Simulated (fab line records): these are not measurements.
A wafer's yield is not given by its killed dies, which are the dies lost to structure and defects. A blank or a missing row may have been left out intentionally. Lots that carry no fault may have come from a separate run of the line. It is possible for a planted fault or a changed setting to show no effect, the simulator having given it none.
Comparing a struck lot with a sound one	flow ritCmos	16 out of 202 route steps
Sound: the wafers L329.2, L329.3, L329.5. Struck: wafers L337.1, L337.4, L337.6. The cause is given at the end.
Per side, at each step with rows, come the tool, then ch with its chambers, and then its first start. Under that, the readings that differ: sound wafers	struck wafers	difference of the means	sigmas: that difference in standard deviations of wafers without a fault.
alike: a reading whose means differ by less than 2 such deviations, as well as words and numbers matching on both sides. not compared: withheld readings; readings where some wafer has no value; bounds like >300 that might hide an equal value; numbers whose values overlap and for which the record gives no deviation.
The two part at a step that has a row with sigmas, a row that says differs or no value, or rows on one side only. Non-overlapping numbers with no deviation appear without sigmas and do not part them. A reading that every wafer of one side lacks parts them only if that side has two wafers or more.

RIT_ACTIVE_BOW_MEAS_00:
  sound on filmMetro-03, day 1 15:01; struck on filmMetro-03, day 3 07:00
  alike: INCOMING_BOW
then, 1 step without rows for these wafers: RIT_ACTIVE_OXIDATION_01 (target thk 46.8 nm, ox time 3360 s).
RIT_ACTIVE_THK_MEAS_02:
  sound on filmMetro-03, day 1 17:04; struck on filmMetro-04, day 3 09:47
  alike: ACTIVE_OXIDE_THK
then, 1 step without rows for these wafers: RIT_ACTIVE_CVD_03 (deposits Si3N4 from SiH2Cl2/NH3, target thk 150 nm, time 1500 s).
RIT_ACTIVE_THK_MEAS_04:
  sound on filmMetro-04, day 1 19:15; struck on filmMetro-02, day 3 11:16
  alike: ACTIVE_NITRIDE_THK
then, 3 steps without rows for these wafers: RIT_ACTIVE_HMDS_05 (prime time 60 s); RIT_ACTIVE_COAT_06 (resist thk 1000 nm); RIT_ACTIVE_SOFTBAKE_07 (time 60 s).
RIT_ACTIVE_EXPOSE_08: exposes mask M1, target cd 1400 nm.
  sound on ilineStepper-02 ch 0, day 1 19:53; struck on ilineStepper-02 ch 0, day 3 11:47
reading	sound	struck	difference	sigmas
exposureDoseMJCm2	224.74 224.84 224.70	245.30 245.15 245.46	+20.54	+86
  alike: mask, reticleTempC
then, 2 steps without rows for these wafers: RIT_ACTIVE_PEB_09; RIT_ACTIVE_DEVELOP_10 (develop time 50 s).
RIT_ACTIVE_CD_MEAS_11: the cd target is 1400 nm.
  sound on cdSem-01, day 1 20:17; struck on cdSem-01, day 3 12:11
reading	sound	struck	difference	sigmas
cdNm (nm)	1401.0 1403.0 1402.9	1375.9 1376.1 1374.6	-26.8	-12
then, 1 step without rows for these wafers: RIT_ACTIVE_HARDBAKE_12 (time 60 s).
RIT_ACTIVE_ETCH_13: etches Si3N4 in SF6, stops on SiO2, time 210 s, target depth 210 nm.
  sound on rieDiel-02 ch 1,2,3, day 1 20:32; struck on rieDiel-02 ch 1,2, day 3 12:27
reading	sound	struck	difference	sigmas
model.ACTIVE.cdNm (nm)	1401 1403 1403	1376 1376 1375	-27	
  alike: drypumpMotorCurrentA, oesProductAu, throttleValvePct
  not compared: rfHoursCounterH
RIT_ACTIVE_STRIP_14: strips in O2, time 180 s.
  sound on plasmaAsher-01 ch 0,1, day 1 20:41; struck on plasmaAsher-01 ch 0, day 3 12:35
  alike: drypumpMotorCurrentA
  not compared: rfHoursCounterH
RIT_M1_PROBE_99:
  sound on prober-01, day 3 15:25; struck on prober-01, day 5 12:13
  alike: killedAtFrontEnd, killedDies, killedOpen, killedShort

WHERE THEY PART
Earliest at RIT_ACTIVE_EXPOSE_08; latest, in this record, at RIT_ACTIVE_CD_MEAS_11. Later steps at which nothing parts them and some readings are alike: RIT_ACTIVE_ETCH_13, RIT_ACTIVE_STRIP_14, RIT_M1_PROBE_99.

WHY: whatever the simulator had introduced
Process parameter drift: ilineStepper-02, from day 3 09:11 on, at RIT_ACTIVE_EXPOSE_08. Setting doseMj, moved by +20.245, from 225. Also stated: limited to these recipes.
